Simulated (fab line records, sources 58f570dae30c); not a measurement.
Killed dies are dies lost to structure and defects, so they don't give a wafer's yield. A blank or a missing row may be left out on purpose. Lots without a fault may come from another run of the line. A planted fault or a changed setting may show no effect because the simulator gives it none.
Which tool did it? | flow berkeley_cmos170 | 14 lots, 42 wafers sampled, at 5 steps of a route of 331

WHAT THE GAUGES READ, wafer by wafer
UCB170_GATE_CD_MEAS_90: target cd 350 nm.
lot  | measured     | on        | cd_nm (nm)
L885 | day 5 23:16  | cd_sem-01 | 350.3 350.8 350.0
L886 | day 6 06:16  | cd_sem-01 | 350.1 351.1 351.7
L887 | day 6 13:44  | cd_sem-01 | 350.0 351.0 349.4
L888 | day 6 13:52  | cd_sem-01 | 350.0 351.2 349.9
L889 | day 7 03:53  | cd_sem-01 | 348.5 349.6 348.8
L892 | day 7 20:32  | cd_sem-01 | 350.5 349.3 351.2
L894 | day 7 20:46  | cd_sem-01 | 349.6 350.8 351.0
L893 | day 7 20:59  | cd_sem-01 | 353.4 353.5 353.1
L895 | day 8 03:56  | cd_sem-01 | 354.4 355.0 353.2
L896 | day 8 16:26  | cd_sem-01 | 352.5 351.5 352.4
L899 | day 9 14:06  | cd_sem-02 | 347.7 350.2 349.5
L900 | day 9 14:11  | cd_sem-01 | 350.8 349.7 351.3
L905 | day 9 17:28  | cd_sem-01 | 349.3 348.4 349.2
L906 | day 10 10:16 | cd_sem-02 | 349.5 349.0 348.5

UCB170_SPACER_THK_MEAS_01.
lot  | measured     | on            | SPACER_TEOS_THK (nm)
L885 | day 6 05:23  | film_metro-01 | 377 383 388
L886 | day 6 12:59  | film_metro-02 | 376 380 389
L887 | day 6 19:17  | film_metro-04 | 368 376 375
L888 | day 6 19:39  | film_metro-01 | 382 386 388
L889 | day 7 10:09  | film_metro-01 | 369 372 371
L892 | day 8 02:00  | film_metro-04 | 366 367 368
L894 | day 8 01:49  | film_metro-02 | 374 375 382
L893 | day 8 02:10  | film_metro-01 | 371 370 371
L895 | day 8 09:22  | film_metro-02 | 372 379 382
L896 | day 8 20:43  | film_metro-02 | 378 379 379
L899 | day 9 22:52  | film_metro-02 | 372 371 378
L900 | day 9 23:25  | film_metro-01 | 375 378 382
L905 | day 9 23:59  | film_metro-02 | 363 378 372
L906 | day 10 16:39 | film_metro-04 | 374 375 387

UCB170_SDANNEAL_RS_MEAS_05: measures by four-point-probe.
lot  | measured     | on            | NLDD_RS (ohm/sq)
L885 | day 6 15:29  | film_metro-03 | 615.0 614.8 614.4
L886 | day 6 19:44  | film_metro-02 | 615.8 618.0 617.0
L887 | day 7 07:59  | film_metro-02 | 614.5 615.3 615.6
L888 | day 7 07:50  | film_metro-03 | 614.2 614.5 614.3
L889 | day 7 19:20  | film_metro-01 | 616.6 614.4 614.7
L892 | day 8 10:01  | film_metro-02 | 618.0 615.8 617.4
L894 | day 8 10:02  | film_metro-03 | 615.3 617.8 618.4
L893 | day 8 10:38  | film_metro-02 | 617.4 615.0 617.3
L895 | day 8 20:24  | film_metro-02 | 614.1 615.1 614.3
L896 | day 9 07:46  | film_metro-02 | 614.9 616.4 616.3
L899 | day 10 09:34 | film_metro-03 | 617.7 616.0 617.2
L900 | day 10 10:21 | film_metro-01 | 615.4 615.4 615.3
L905 | day 10 10:00 | film_metro-02 | 602.8 602.0 602.7
L906 | day 11 03:02 | film_metro-02 | 603.0 604.2 604.4

WHICH TOOL RAN EACH LOT (tool, then ch and the chambers of the sampled wafers, then the start)
lot  | UCB170_NLDD_IMPLANT_09          | UCB170_NLDD_STRIP_10
L885 | implanter-04 ch 0, day 6 04:41  | plasma_asher-02 ch 0,1, day 6 04:50
L886 | implanter-01 ch 0, day 6 09:59  | plasma_asher-02 ch 0,1, day 6 10:08
L887 | implanter-04 ch 0, day 6 18:34  | plasma_asher-03 ch 0,1, day 6 18:43
L888 | implanter-01 ch 0, day 6 19:05  | plasma_asher-03 ch 0,1, day 6 19:13
L889 | implanter-04 ch 0, day 7 09:37  | plasma_asher-03 ch 0,1, day 7 09:46
L892 | implanter-03 ch 0, day 8 01:26  | plasma_asher-02 ch 1, day 8 01:33
L894 | implanter-04 ch 0, day 8 01:17  | plasma_asher-03 ch 0,1, day 8 01:26
L893 | implanter-01 ch 0, day 8 01:31  | plasma_asher-04 ch 0,1, day 8 01:40
L895 | implanter-04 ch 0, day 8 08:48  | plasma_asher-03 ch 0,1, day 8 08:57
L896 | implanter-01 ch 0, day 8 20:11  | plasma_asher-02 ch 0,1, day 8 20:20
L899 | implanter-04 ch 0, day 9 22:20  | plasma_asher-04 ch 0,1, day 9 22:29
L900 | implanter-01 ch 0, day 9 22:49  | plasma_asher-02 ch 0, day 9 22:56
L905 | implanter-01 ch 0, day 9 23:28  | plasma_asher-04 ch 0,1, day 9 23:35
L906 | implanter-01 ch 0, day 10 14:44 | plasma_asher-03 ch 0,1, day 10 14:53
- UCB170_NLDD_IMPLANT_09
- UCB170_NLDD_STRIP_10: strips in O2.

WHAT THE TOOLS THEMSELVES READ (means of the sampled wafers that have a number; where no wafer has one, the mark that the record gives instead)
UCB170_NLDD_IMPLANT_09.
lot  | tool         | beam_energy_keV | tilt_deg (degrees)
L885 | implanter-04 | 30.000          | 6.997
L886 | implanter-01 | 30.012          | 7.007
L887 | implanter-04 | 29.997          | 6.986
L888 | implanter-01 | 30.003          | 7.004
L889 | implanter-04 | 29.997          | 6.997
L892 | implanter-03 | 30.010          | 7.013
L894 | implanter-04 | 30.001          | 7.004
L893 | implanter-01 | 29.998          | 6.996
L895 | implanter-04 | 29.993          | 6.991
L896 | implanter-01 | 30.001          | 6.975
L899 | implanter-04 | 30.005          | 7.012
L900 | implanter-01 | 29.999          | 7.032
L905 | implanter-01 | 30.000          | 9.489
L906 | implanter-01 | 29.999          | 9.507

UCB170_NLDD_STRIP_10.
lot  | tool            | drypump_motor_current_A (A) | oes_product_au (a.u.) | strip_time_to_endpoint_s (s)
L885 | plasma_asher-02 | 5.9                         | 0.733                 | 21.56
L886 | plasma_asher-02 | 6.0                         | 0.734                 | 21.60
L887 | plasma_asher-03 | 5.4                         | 0.734                 | 21.66
L888 | plasma_asher-03 | 5.6                         | 0.737                 | 21.68
L889 | plasma_asher-03 | 5.4                         | 0.733                 | 21.68
L892 | plasma_asher-02 | 6.0                         | 0.736                 | 21.61
L894 | plasma_asher-03 | 5.6                         | 0.732                 | 21.68
L893 | plasma_asher-04 | 5.4                         | 0.733                 | 21.67
L895 | plasma_asher-03 | 5.7                         | 0.734                 | 21.70
L896 | plasma_asher-02 | 5.9                         | 0.732                 | 21.72
L899 | plasma_asher-04 | 5.4                         | 0.731                 | 21.60
L900 | plasma_asher-02 | 5.9                         | 0.732                 | 21.70
L905 | plasma_asher-04 | 5.4                         | 0.738                 | 21.75
L906 | plasma_asher-03 | 5.4                         | 0.731                 | 21.71

THE ANSWER, worked out from the rows above alone
Rule: what is usual is taken from the lots themselves. Put in order of their means at a reading, lots are off if they are a third of the lots or fewer, leave a main group of 4 or more, and stand apart from it by a gap of 3 or more times the standard deviation of the main group's means; of several such gaps the widest counts. A main group whose means are all the same, to the digits that the tables above print for the reading, isn't used. A lot without any number at a reading at which 4 lots or more have one is off too. The other lots that the step has rows for count as sound. The gauges are gone through in route order, then the tools' own readings, and for those a lot's mean is taken as printed above. The first step at which some lot is off is used, and at that step the reading that is off furthest; a lot without a number counts as furthest.
Off: L905, L906, at UCB170_SDANNEAL_RS_MEAS_05 (NLDD_RS). The main group: mean 615.8 ohm/sq, standard deviation 1.
A tool fits if, at a process step before that reading, it ran every lot that is off, and no sound lot after the first of them. The gauges at UCB170_SDANNEAL_RS_MEAS_05 aren't tried: what is off there is off at UCB170_NLDD_IMPLANT_09 too, on other tools, and a gauge's error can't cause that. One fits: implanter-01 at UCB170_NLDD_IMPLANT_09. Its last sound lot is L900 (day 9 22:49), its first lot that is off L905 (day 9 23:28): a fault that began between those two fits.
The tool's own readings at UCB170_NLDD_IMPLANT_09 bear it out: on the lots that are off they differ by more than 5 times the standard deviation of the sound lots' means. tilt_deg reads 9.498 degrees there against 7.001 degrees on the sound lots.

WHAT THE SIMULATOR HAD PUT IN
Process parameter drift: implanter-01, from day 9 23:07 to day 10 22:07, at UCB170_NLDD_IMPLANT_09. Setting tilt_deg, moved by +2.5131, from 7. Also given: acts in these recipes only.
Lots struck among those shown: L905, L906. The rule above found the same.
